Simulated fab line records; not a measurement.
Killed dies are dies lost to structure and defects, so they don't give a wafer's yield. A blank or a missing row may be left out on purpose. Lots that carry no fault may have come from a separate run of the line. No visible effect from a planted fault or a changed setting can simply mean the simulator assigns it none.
fab line records    flow berkeleyCmos170
[record] lots = 5  wafers = 15  lastDay = 10
route steps=331 shown SILICIDE@212 CONTACT@216
lots with no fault: from the same line, run without faults
startH: hours from the record's first day to the start of the lot's first wafer shown    waitH: hours since the lot's step before    " repeats the value in the row above    L1.1+2: a row that stands for several wafers    - no value, or no start was given    * or withheld: withheld    < > ~ a bound
route shown NAME@n: NAME is a module with steps in the file, n the number in the route of the first one    usual: the fault-free wafers' mean and standard deviation    same: alike in all rows    chamber/n: place in a boat    sites: the reading at each site    _std_site: standard deviation of those values    _edge_site: mean of outer sites minus mean of inner sites    radiusMm: how far each site lies from the wafer's centre    mask NAME#n: copy n    behind: tool/chamber where the wafer was last shaped    hold: the reason the lot was held/the length of the hold in hours/how it ended    device: names the non-switching transistor (n, p or np)    end of line: at the end of the route, the tests of the same wafers    step lacking rows: just its recipe    killed: count of dies lost to structure and defects at first sort (not the wafer's yield)    map: a wafer's dies, x killed, . not, _ none there
set.NAME: the setting that was run; set.NAME@STEP: the one run at that earlier step    model.NAME: the simulator's own value behind a step, which no gauge read
a table for each step, a row for each wafer; lots at some steps of the route
services: from which hour (startH, from the record's first day; less than 0 if before it) a tool's chamber was out of use, for how many hours, and why
[[steps]]
[step UCB170_SILICIDE_RS_MEAS_02]
[recipe] thkMeasGauge = four-point-probe  reads = Ti_of_SILICIDE_SPUTTER_01
[usual] SILICIDE_TI_RS = 26.3/0.38
lot.wafer  tool          chamber  startH  waitH  SILICIDE_TI_RS[ohm/sq]
L076.1     filmMetro-03  -        140.22  0.0    25.5
L076.2     "             -        "       "      26.0
L076.4     "             -        "       "      26.0
L080.1     filmMetro-01  -        170.19  0.0    26.3
L080.3     "             -        "       "      25.8
L080.6     "             -        "       "      26.2
L088.1     filmMetro-01  -        206.09  0.0    26.7
L088.4     "             -        "       "      27.1
L088.6     "             -        "       "      26.4
L089.3     filmMetro-02  -        212.09  0.1    27.1
L089.4     "             -        "       "      26.8
L089.6     "             -        "       "      26.8
L093.2     filmMetro-03  -        222.15  0.0    26.6
L093.4     "             -        "       "      25.9
L093.5     "             -        "       "      26.6
[step UCB170_SILICIDE_THK_MEAS_03]
[recipe] thkMeasGauge = xrf  reads = Ti_of_SILICIDE_SPUTTER_01
[usual] SILICIDE_TI_THK = 29.7/0.38
lot.wafer  tool          chamber  startH  waitH  SILICIDE_TI_THK[nm]
L076.1     filmMetro-03  -        140.34  0.1    30.4
L076.2     "             -        "       "      30.1
L076.4     "             -        "       "      30.1
L080.1     filmMetro-01  -        170.31  0.1    29.6
L080.3     "             -        "       "      30.1
L080.6     "             -        "       "      29.5
L088.1     filmMetro-01  -        206.21  0.1    29.3
L088.4     "             -        "       "      28.9
L088.6     "             -        "       "      29.8
L089.3     filmMetro-02  -        212.19  0.1    28.8
L089.4     "             -        "       "      29.1
L089.6     "             -        "       "      29.1
L093.2     filmMetro-03  -        222.26  0.1    29.4
L093.4     "             -        "       "      30.0
L093.5     "             -        "       "      29.2
[step UCB170_SILICIDE_RTA_04]
[recipe] tempC = 650  timeS = 15  ambient = N2
[usual] lampPowerPct = 11.46/0.22  wafer_temp_C_max = 652.7/0.96
lot.wafer  tool          chamber  startH  waitH  lampPowerPct  wafer_temp_C_max
L076.1     rtpAnneal-01  0        140.40  0.1    11.68         654.8
L076.2     "             0        "       "      11.69         653.1
L076.4     "             0        "       "      11.69         653.1
L080.1     rtpAnneal-01  0        170.37  0.1    11.69         654.0
L080.3     "             0        "       "      11.68         652.6
L080.6     "             0        "       "      11.68         652.9
L088.1     rtpAnneal-01  0        206.27  0.1    11.67         653.8
L088.4     "             0        "       "      11.68         652.4
L088.6     "             0        "       "      11.69         652.6
L089.3     rtpAnneal-02  0        212.26  0.1    11.24         651.3
L089.4     "             0        "       "      11.23         651.6
L089.6     "             0        "       "      11.23         651.6
L093.2     rtpAnneal-01  0        222.32  0.1    11.67         652.6
L093.4     "             0        "       "      11.67         654.1
L093.5     "             0        "       "      11.70         653.6
[step UCB170_SILICIDE_WET_ETCH_05]
[recipe] chemistry = SPM  timeS = 45  tempC = 120  target = Ti
lot.wafer   tool         chamber  startH  waitH
L076.1+2+4  wetBench-03  1        140.82  0.4
L080.1+3+6  wetBench-03  2        170.61  0.2
L088.1+4+6  wetBench-01  1        206.35  0.1
L089.3+4+6  wetBench-03  3        212.31  0.0
L093.2+4+5  wetBench-03  0        222.38  0.1
[step UCB170_CONTACT_CLEAN_00]
[recipe] chemistry = SPM  tempC = 120  timeS = 600
lot.wafer   tool         chamber  startH  waitH
L076.1+2+4  wetBench-03  0        140.84  0.0
L080.1+3+6  wetBench-03  0        170.63  0.0
L088.1+4+6  wetBench-03  1        206.37  0.0
L089.3+4+6  wetBench-03  0        212.33  0.0
L093.2+4+5  wetBench-01  3        222.40  0.0
[step UCB170_CONTACT_CVD_01]
[recipe] material = PSG  targetThkNm = 700  tempC = 450  precursor = SiH4/O2/PH3  timeS = 2820  pressureMtorr = 300  sih4FlowSccm = 60  o2FlowSccm = 90  ph3FlowSccm = 25
[usual] sih4FlowSccm = 59.98/0.19  spikeTcCentreC = 452.7/1.1
lot.wafer  tool      chamber  startH  waitH  sih4FlowSccm  spikeTcCentreC
L076.1     lpcvd-01  1        141.57  0.6    59.99         453.5
L076.2     "         1        "       "      59.69         453.8
L076.4     "         1        "       "      59.89         452.8
L080.1     lpcvd-02  1        170.81  0.0    59.84         451.8
L080.3     "         1        "       "      60.20         452.3
L080.6     "         1        "       "      60.27         452.8
L088.1     lpcvd-02  1        206.54  0.0    59.95         450.7
L088.4     "         1        "       "      59.51         451.8
L088.6     "         1        "       "      59.69         450.2
L089.3     lpcvd-01  1        213.07  0.6    60.33         454.1
L089.4     "         1        "       "      60.24         451.4
L089.6     "         1        "       "      60.03         452.9
L093.2     lpcvd-01  0        222.93  0.3    59.94         453.4
L093.4     "         0        "       "      60.28         453.0
L093.5     "         0        "       "      60.08         451.3
[step UCB170_CONTACT_THK_MEAS_02]
[recipe] reads = PSG_of_CONTACT_CVD_01
[usual] CONTACT_PSG_THK = 703/7
lot.wafer  tool          chamber  startH  waitH  CONTACT_PSG_THK[nm]
L076.1     filmMetro-03  -        143.35  0.0    713
L076.2     "             -        "       "      709
L076.4     "             -        "       "      708
L080.1     filmMetro-01  -        172.59  0.0    708
L080.3     "             -        "       "      709
L080.6     "             -        "       "      708
L088.1     filmMetro-01  -        208.33  0.0    709
L088.4     "             -        "       "      709
L088.6     "             -        "       "      706
L089.3     filmMetro-03  -        214.94  0.1    692
L089.4     "             -        "       "      703
L089.6     "             -        "       "      696
L093.2     filmMetro-04  -        225.62  0.0    701
L093.4     "             -        "       "      695
L093.5     "             -        "       "      696
[step UCB170_CONTACT_HMDS_03]
[recipe] primeTimeS = 60  primeTempC = 100
[usual] chillPlateTempC = 22.98/0.097
[same] primeTimeS = 60
lot.wafer  tool           chamber  startH  waitH  chillPlateTempC
L076.1     lithoTrack-03  0        143.55  0.2    23.02
L076.2     "              0        "       "      22.92
L076.4     "              0        "       "      23.04
L080.1     lithoTrack-02  0        172.65  0.1    23.21
L080.3     "              0        "       "      23.01
L080.6     "              0        "       "      23.19
L088.1     lithoTrack-02  0        208.65  0.3    23.03
L088.4     "              0        "       "      22.91
L088.6     "              0        "       "      22.90
L089.3     lithoTrack-04  0        215.42  0.5    23.00
L089.4     "              0        "       "      22.90
L089.6     "              0        "       "      22.92
L093.2     lithoTrack-03  0        225.69  0.1    23.08
L093.4     "              0        "       "      23.14
L093.5     "              0        "       "      23.07
[step UCB170_CONTACT_COAT_04]
[recipe] resist = KrF  spinRpm = 1500  resistThkNm = 900
[usual] chillPlateTempC = 22.97/0.097  spinSpeedRpm = 1499.9/1
lot.wafer  tool           chamber  startH  waitH  chillPlateTempC  spinSpeedRpm
L076.1     lithoTrack-03  0        143.70  0.1    22.97            1501.0
L076.2     "              0        "       "      23.02            1501.0
L076.4     "              0        "       "      22.86            1500.3
L080.1     lithoTrack-02  0        172.80  0.1    23.00            1500.4
L080.3     "              0        "       "      22.91            1500.9
L080.6     "              0        "       "      22.87            1500.6
L088.1     lithoTrack-02  0        208.80  0.1    22.88            1500.1
L088.4     "              0        "       "      22.81            1499.6
L088.6     "              0        "       "      22.84            1502.1
L089.3     lithoTrack-04  0        215.57  0.1    22.95            1499.0
L089.4     "              0        "       "      22.90            1499.7
L089.6     "              0        "       "      22.99            1500.0
L093.2     lithoTrack-03  0        225.84  0.1    22.96            1498.7
L093.4     "              0        "       "      22.86            1499.1
L093.5     "              0        "       "      22.77            1498.2
[step UCB170_CONTACT_SOFTBAKE_05]
[recipe] resist = KrF  tempC = 130  timeS = 60
[usual] chillPlateTempC = 23.00/0.11
lot.wafer  tool           chamber  startH  waitH  chillPlateTempC
L076.1     lithoTrack-03  0        143.85  0.1    23.03
L076.2     "              0        "       "      22.99
L076.4     "              0        "       "      22.95
L080.1     lithoTrack-02  0        172.95  0.1    23.18
L080.3     "              0        "       "      22.99
L080.6     "              0        "       "      23.00
L088.1     lithoTrack-02  0        208.95  0.1    22.90
L088.4     "              0        "       "      22.70
L088.6     "              0        "       "      22.86
L089.3     lithoTrack-04  0        215.72  0.1    23.03
L089.4     "              0        "       "      23.09
L089.6     "              0        "       "      23.08
L093.2     lithoTrack-03  0        225.99  0.1    23.13
L093.4     "              0        "       "      23.05
L093.5     "              0        "       "      23.07
[step UCB170_CONTACT_STRIP_06]
[recipe] chemistry = O2  powerW = 400  pressureMtorr = 3500  platenTempC = withheld  o2FlowSccm = 400  overashFraction = 0.5
[usual] drypumpMotorCurrentA = 5.72/0.27  oesProductAu = 0.734/0.0047  stripTimeToEndpointS = 21.96/0.06
lot.wafer  tool            chamber  startH  waitH  drypumpMotorCurrentA  oesProductAu  rfHoursCounterH  stripTimeToEndpointS
L076.1     plasmaAsher-04  0        144.00  0.1    5.45                  0.730         43               21.96
L076.2     "               1        "       "      6.03                  0.737         43               22.01
L076.4     "               0        "       "      5.46                  0.737         -                22.02
L080.1     plasmaAsher-01  1        173.10  0.1    5.97                  0.737         41               21.89
L080.3     "               1        "       "      5.94                  0.730         -                21.94
L080.6     "               1        "       "      5.95                  0.727         -                21.91
L088.1     plasmaAsher-04  0        209.10  0.1    5.50                  0.730         50               22.09
L088.4     "               1        "       "      6.07                  0.726         -                21.96
L088.6     "               1        "       "      6.05                  0.729         -                22.01
L089.3     plasmaAsher-04  0        215.85  0.1    5.47                  0.741         -                21.97
L089.4     "               1        "       "      6.02                  0.739         -                21.92
L089.6     "               0        "       "      5.47                  0.738         -                21.95
L093.2     plasmaAsher-01  1        226.12  0.1    5.94                  0.728         48               21.91
L093.4     "               1        "       "      5.93                  0.740         -                21.96
L093.5     "               0        "       "      5.53                  0.740         -                21.90
[step UCB170_CONTACT_CLEAN_07]
[recipe] chemistry = SPM  tempC = 120  timeS = 600
lot.wafer   tool         chamber  startH  waitH
L076.1+2+4  wetBench-01  1        144.27  0.2
L080.1+3+6  wetBench-03  2        173.39  0.3
L088.1+4+6  wetBench-03  2        209.20  0.1
L089.3+4+6  wetBench-03  3        215.92  0.0
L093.2+4+5  wetBench-04  3        226.22  0.1
[[services]]
tool            chamber  startH  hours  kind
plasmaAsher-04  -        160.27  5.2    repair
wetBench-03     -        188.77  6.8    repair
[[key]]
fault none
